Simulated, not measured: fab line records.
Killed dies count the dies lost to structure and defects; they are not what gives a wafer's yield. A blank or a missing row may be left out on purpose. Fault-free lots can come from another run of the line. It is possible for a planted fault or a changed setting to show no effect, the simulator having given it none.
A single fault, viewed from 2 desks :: flow berkeley_cmos170 :: each desk holds nothing but its own numbers, with what lay behind them at the end

== THE TOOL OWNER'S DESK: furnace-04 ==
Per lot that ran on this tool, the mean of the sampled wafers carrying a number, from the tool's own readings at UCB170_WELLDRIVE_ANNEAL_03 (time 900 s). The brackets show how far a lot's mean lies from the usual mean; more than 4 standard deviations puts the lot out of limits, marked OUT.
Columns: A = spike_tc_centre_C at UCB170_WELLDRIVE_ANNEAL_03, usual 1102.7 C; B = spike_tc_load_C at UCB170_WELLDRIVE_ANNEAL_03, usual 1125.6 C; C = spike_tc_source_C at UCB170_WELLDRIVE_ANNEAL_03, usual 1124.6 C; D = zone_power_centre_pct at UCB170_WELLDRIVE_ANNEAL_03, usual 53.5 %; E = zone_power_source_pct at UCB170_WELLDRIVE_ANNEAL_03, usual 40.3 %
lot: L965
first seen here: day 4 05:16
A: 1101.8
B: 1124.4
C: 1123.0
D: 54.8
E: 39.1

lot: L968
first seen here: day 5 12:49
A: 1101.8
B: 1123.4
C: 1123.0
D: 55.2
E: 39.0

lot: L970
first seen here: day 5 12:49
A: 1101.7
B: 1124.8
C: 1124.0
D: 55.4
E: 39.0

lot: L973
first seen here: day 5 12:49
A: 1102.5
B: 1123.8
C: 1123.6
D: 55.9
E: 38.8

lot: L978
first seen here: day 7 01:38
A: 1062.9 (-33) OUT
B: 1083.1 (-18) OUT
C: 1082.2 (-20) OUT
D: 52.8
E: 35.8

lot: L979
first seen here: day 7 01:38
A: 1061.7 (-34) OUT
B: 1083.9 (-17) OUT
C: 1082.5 (-20) OUT
D: 53.0
E: 35.8

lot: L980
first seen here: day 7 01:38
A: 1061.7 (-34) OUT
B: 1083.0 (-18) OUT
C: 1082.6 (-20) OUT
D: 52.8
E: 36.0
Finding of this desk: L978, L979, L980 out of limits; the first was L978 at day 7 01:38, on spike_tc_centre_C at UCB170_WELLDRIVE_ANNEAL_03. L965, L968, L970, L973 stayed within limits.

== THE METROLOGY DESK ==
Lot by lot, what the gauges showed, no matter which tool ran the lot: averages of those sampled wafers that carry a number. The brackets show how far a lot's mean lies from the usual mean; more than 4 standard deviations puts the lot out of limits, marked OUT.
Columns: A = M1_AL_THK at UCB170_M1_THK_MEAS_02, usual 596 nm; B = cd_nm at UCB170_M1_CD_MEAS_90, usual 700.1 nm
lot: L965
first seen here: day 8 08:19
A: 594
B: 700.1

lot: L966
first seen here: day 8 22:53
A: 595
B: 694.9

lot: L967
first seen here: day 8 23:12
A: 594
B: 704.9

lot: L970
first seen here: day 9 17:34
A: 590
B: 700.0

lot: L971
first seen here: day 9 18:44
A: 590
B: 698.2

lot: L973
first seen here: day 9 20:41
A: 605
B: 701.8

lot: L968
first seen here: day 9 21:01
A: 603
B: 700.9

lot: L979
first seen here: day 11 07:13
A: 595
B: 701.0

lot: L978
first seen here: day 11 07:25
A: 593
B: 699.0

lot: L980
first seen here: day 11 07:36
A: 602
B: 700.2

lot: L981
first seen here: day 11 11:53
A: 593
B: 699.2

lot: L982
first seen here: day 11 22:14
A: 606
B: 700.7

lot: L983
first seen here: day 11 23:01
A: 590
B: 701.7

lot: L986
first seen here: day 12 10:32
A: 589
B: 701.1

lot: L985
first seen here: day 12 13:05
A: 593
B: 699.8
Result from this desk: across the 15 lots, nothing is out of limits.

== PUT TOGETHER ==
An alarm could have come from the tool owner's desk at day 7 01:38, on L978, L979, L980.
From the metrology desk's view, nothing was out of limits.
The metrology desk has L978, L979, L980 on record, within its limits.
Of the lots named, all ran UCB170_WELLDRIVE_ANNEAL_03 on furnace-04.

== WHAT HAD BEEN PUT IN BY THE SIMULATOR ==
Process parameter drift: furnace-04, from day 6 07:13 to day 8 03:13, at UCB170_WELLDRIVE_ANNEAL_03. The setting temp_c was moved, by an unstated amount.
Struck lots among those shown: L978, L979, L980.
Delay in hours, fault start to first out-of-limits reading, by desk: the tool owner's desk at 18.
